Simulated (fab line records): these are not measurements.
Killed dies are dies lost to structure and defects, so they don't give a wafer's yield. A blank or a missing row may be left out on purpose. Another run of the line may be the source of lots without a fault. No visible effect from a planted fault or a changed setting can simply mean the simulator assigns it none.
fab line records -- flow berkeleyCmos170
record lots=8, wafers=24, lastDay=12
route steps=331 shown NSD@195
lots that met no fault: from a run of the same line without faults
startH: hours from the record's first day to the start of the lot's first wafer shown -- waitH: hours from the lot's prior step to this one -- " as in the row above -- L1.1+2: several wafers, shown together as one row -- - no value, or no start given -- * or withheld: withheld -- < > ~ a bound
route shown NAME@n: a module of which the file shows steps, and the number in the route of the first -- usual: mean and standard deviation over wafers with no fault -- same: alike in all rows -- chamber/n: place in a boat -- sites: per-site readings -- _std_site: how widely they spread, as a standard deviation -- _edge_site: inner sites' mean taken away from outer sites' mean -- radiusMm: how far each site lies from the wafer's centre -- mask NAME#n: copy n -- behind: the tool/chamber that last shaped the wafer -- hold: what put the lot on hold/how long, in hours/how the hold closed -- device: transistor that didn't switch, given as n, p or np -- end of line: tests of these same wafers at the route's end -- a step given without rows: its recipe and nothing more -- killed: count of dies lost to structure and defects at first sort (not the wafer's yield) -- map: shows each die of a wafer: x if killed, . if not, _ if none is there
set.NAME: the setting as run; set.NAME@STEP: as run at that earlier step -- model.NAME: the simulator's own value behind a step, which no gauge read
steps of the route over a sample of lots; a table a step, a row a wafer
services: when a tool's chamber went out of use (startH, in hours from the record's first day, below 0 if earlier), for how many hours, and the reason
## steps
# step UCB170_NSD_IMPLANT_08
# recipe species=P, doseCm2=3e+15, energyKev=40, tiltDeg=7
# usual beamEnergyKeV=39.998/0.012, faradayCurrentUA=9247/170
lot.wafer,tool,chamber,startH,waitH,beamEnergyKeV,faradayCurrentUA
L550.2,implanter-04,0,187.88,0.0,26.816,9126
L550.4,implanter-04,0,187.88,0.0,26.811,9224
L550.5,implanter-04,0,187.88,0.0,26.803,9116
L554.1,implanter-03,0,206.32,0.0,39.988,9285
L554.4,implanter-03,0,206.32,0.0,40.006,9076
L554.6,implanter-03,0,206.32,0.0,40.011,9092
L552.2,implanter-04,0,206.80,0.0,26.817,9406
L552.3,implanter-04,0,206.80,0.0,26.796,9187
L552.5,implanter-04,0,206.80,0.0,26.818,9225
L556.1,implanter-01,0,220.57,0.1,40.005,9162
L556.3,implanter-01,0,220.57,0.1,40.003,9411
L556.4,implanter-01,0,220.57,0.1,40.002,9400
L558.3,implanter-01,0,230.96,0.1,40.004,9582
L558.5,implanter-01,0,230.96,0.1,39.999,9008
L558.6,implanter-01,0,230.96,0.1,39.993,9288
L561.1,implanter-03,0,244.24,0.0,40.010,9051
L561.2,implanter-03,0,244.24,0.0,40.003,9451
L561.6,implanter-03,0,244.24,0.0,40.006,9196
L562.4,implanter-01,0,244.52,0.1,40.003,9460
L562.5,implanter-01,0,244.52,0.1,40.001,9297
L562.6,implanter-01,0,244.52,0.1,39.991,9202
L564.1,implanter-03,0,261.32,0.0,40.004,9241
L564.4,implanter-03,0,261.32,0.0,39.989,9648
L564.5,implanter-03,0,261.32,0.0,40.006,9228
# step UCB170_NSD_STRIP_09
# recipe chemistry=O2, powerW=400, pressureMtorr=3500, platenTempC=withheld, o2FlowSccm=400, overashFraction=0.5
# usual drypumpMotorCurrentA=5.9/0.6, o2FlowSccm=400.0/1.2, oesProductAu=0.533/0.005, stripTimeToEndpointS=35.78/0.066
lot.wafer,tool,chamber,startH,waitH,drypumpMotorCurrentA,o2FlowSccm,oesProductAu,rfHoursCounterH,stripTimeToEndpointS
L550.2,plasmaAsher-02,0,188.01,0.1,5.1,398.4,0.585,48,31.08
L550.4,plasmaAsher-02,0,188.01,0.1,5.2,397.8,0.565,-,31.04
L550.5,plasmaAsher-02,1,188.01,0.1,4.9,400.2,0.583,-,31.09
L554.1,plasmaAsher-01,1,206.47,0.1,6.5,398.7,0.538,9,35.84
L554.4,plasmaAsher-01,1,206.47,0.1,6.5,400.1,0.542,-,35.79
L554.6,plasmaAsher-01,0,206.47,0.1,5.6,399.8,0.530,-,35.79
L552.2,plasmaAsher-02,0,206.93,0.1,5.1,401.2,0.586,50,30.97
L552.3,plasmaAsher-02,0,206.93,0.1,5.1,400.7,0.584,-,31.08
L552.5,plasmaAsher-02,0,206.93,0.1,5.1,398.8,0.587,-,31.07
L556.1,plasmaAsher-01,0,220.72,0.1,5.6,401.5,0.539,11,35.78
L556.3,plasmaAsher-01,1,220.72,0.1,6.5,400.2,0.525,-,35.80
L556.4,plasmaAsher-01,0,220.72,0.1,5.6,399.0,0.533,-,35.71
L558.3,plasmaAsher-01,0,231.09,0.1,5.6,399.8,0.529,-,35.82
L558.5,plasmaAsher-01,1,231.09,0.1,6.5,400.4,0.537,-,35.77
L558.6,plasmaAsher-01,0,231.09,0.1,5.7,400.5,0.529,-,35.81
L561.1,plasmaAsher-04,1,244.39,0.1,6.3,400.3,0.539,41,35.73
L561.2,plasmaAsher-04,0,244.39,0.1,6.2,397.9,0.527,41,35.69
L561.6,plasmaAsher-04,1,244.39,0.1,6.4,403.1,0.544,-,35.80
L562.4,plasmaAsher-01,0,244.63,0.1,5.7,399.7,0.531,-,35.76
L562.5,plasmaAsher-01,0,244.63,0.1,5.7,398.4,0.526,-,35.75
L562.6,plasmaAsher-01,1,244.63,0.1,6.5,399.9,0.530,-,35.80
L564.1,plasmaAsher-02,1,261.47,0.1,4.9,399.7,0.534,57,35.74
L564.4,plasmaAsher-02,1,261.47,0.1,4.8,397.4,0.535,-,35.77
L564.5,plasmaAsher-02,0,261.47,0.1,5.1,399.3,0.526,-,35.71
# step UCB170_NSD_TW_MEAS_10
# usual NSD_TW=4225/27
lot.wafer,tool,chamber,startH,waitH,NSD_TW
L550.2,filmMetro-01,-,188.12,0.1,3807
L550.4,filmMetro-01,-,188.12,0.1,3805
L550.5,filmMetro-01,-,188.12,0.1,3836
L554.1,filmMetro-01,-,206.57,0.1,4278
L554.4,filmMetro-01,-,206.57,0.1,4264
L554.6,filmMetro-01,-,206.57,0.1,4284
L552.2,filmMetro-01,-,207.04,0.1,3829
L552.3,filmMetro-01,-,207.04,0.1,3804
L552.5,filmMetro-01,-,207.04,0.1,3826
L556.1,filmMetro-03,-,220.82,0.1,4212
L556.3,filmMetro-03,-,220.82,0.1,4223
L556.4,filmMetro-03,-,220.82,0.1,4189
L558.3,filmMetro-03,-,231.18,0.1,4225
L558.5,filmMetro-03,-,231.18,0.1,4212
L558.6,filmMetro-03,-,231.18,0.1,4232
L561.1,filmMetro-03,-,244.49,0.1,4236
L561.2,filmMetro-03,-,244.49,0.1,4247
L561.6,filmMetro-03,-,244.49,0.1,4226
L562.4,filmMetro-01,-,244.73,0.1,4264
L562.5,filmMetro-01,-,244.73,0.1,4255
L562.6,filmMetro-01,-,244.73,0.1,4248
L564.1,filmMetro-02,-,261.57,0.1,4188
L564.4,filmMetro-02,-,261.57,0.1,4200
L564.5,filmMetro-02,-,261.57,0.1,4165
# step UCB170_SDANNEAL_RS_MEAS_03
# recipe thkMeasGauge=four-point-probe
# usual NSD_RS=37.15/0.097
lot.wafer,tool,chamber,startH,waitH,NSD_RS[ohm/sq]
L550.2,filmMetro-01,-,189.36,0.1,42.47
L550.4,filmMetro-01,-,189.36,0.1,42.45
L550.5,filmMetro-01,-,189.36,0.1,42.49
L554.1,filmMetro-03,-,208.23,0.1,37.10
L554.4,filmMetro-03,-,208.23,0.1,37.10
L554.6,filmMetro-03,-,208.23,0.1,37.15
L552.2,filmMetro-02,-,208.71,0.1,42.47
L552.3,filmMetro-02,-,208.71,0.1,42.41
L552.5,filmMetro-02,-,208.71,0.1,42.47
L556.1,filmMetro-02,-,222.11,0.1,37.05
L556.3,filmMetro-02,-,222.11,0.1,37.04
L556.4,filmMetro-02,-,222.11,0.1,37.23
L558.3,filmMetro-03,-,233.43,0.1,37.18
L558.5,filmMetro-03,-,233.43,0.1,37.13
L558.6,filmMetro-03,-,233.43,0.1,37.15
L561.1,filmMetro-03,-,245.71,0.1,37.15
L561.2,filmMetro-03,-,245.71,0.1,37.17
L561.6,filmMetro-03,-,245.71,0.1,37.14
L562.4,filmMetro-02,-,245.96,0.1,37.16
L562.5,filmMetro-02,-,245.96,0.1,37.09
L562.6,filmMetro-02,-,245.96,0.1,37.01
L564.1,filmMetro-03,-,263.42,0.1,37.12
L564.4,filmMetro-03,-,263.42,0.1,37.15
L564.5,filmMetro-03,-,263.42,0.1,37.05
## services
tool,chamber,startH,hours,kind
implanter-03,-,167.13,10.2,repair
implanter-03,-,180.34,6.1,repair
implanter-01,-,195.47,3.3,pm
implanter-03,-,217.77,0.6,repair
implanter-04,-,220.34,2.0,repair
implanter-03,-,239.02,1.6,repair
implanter-04,-,241.49,1.1,repair
plasmaAsher-01,-,257.30,2.8,pm
## key
firstSign step=UCB170_NSD_IMPLANT_08, reading=beamEnergyKeV, direction=down, sigmas=99+, usual=39.998, struck=26.810
effect step=UCB170_NSD_STRIP_09, reading=stripTimeToEndpointS, direction=down, sigmas=72, usual=*, struck=*
effect step=UCB170_NSD_TW_MEAS_10, reading=NSD_TW, direction=down, sigmas=15, usual=4225, struck=3818
effect step=UCB170_SDANNEAL_RS_MEAS_03, reading=NSD_RS, direction=up, sigmas=55, usual=37.15, struck=42.46
metAt UCB170_NSD_IMPLANT_08
struckLots L550,L552
testerLeftOut L550,L552
fault kind=processParameterDrift, tool=implanter-04, chamber=-, onsetH=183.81, steps=UCB170_NSD_IMPLANT_08, channel=energyKev, offset=-13.2, shape=step, endH=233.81, actsIn=theseRecipesOnly, stated=40
# testerLeftOut: of these lots the tester's yield and bins aren't shown, on N5 and GAA mostly nor the transistor test; their killed dies are dies lost to structure and defects alone, not to doping, threshold or leakage, so they don't give the yield
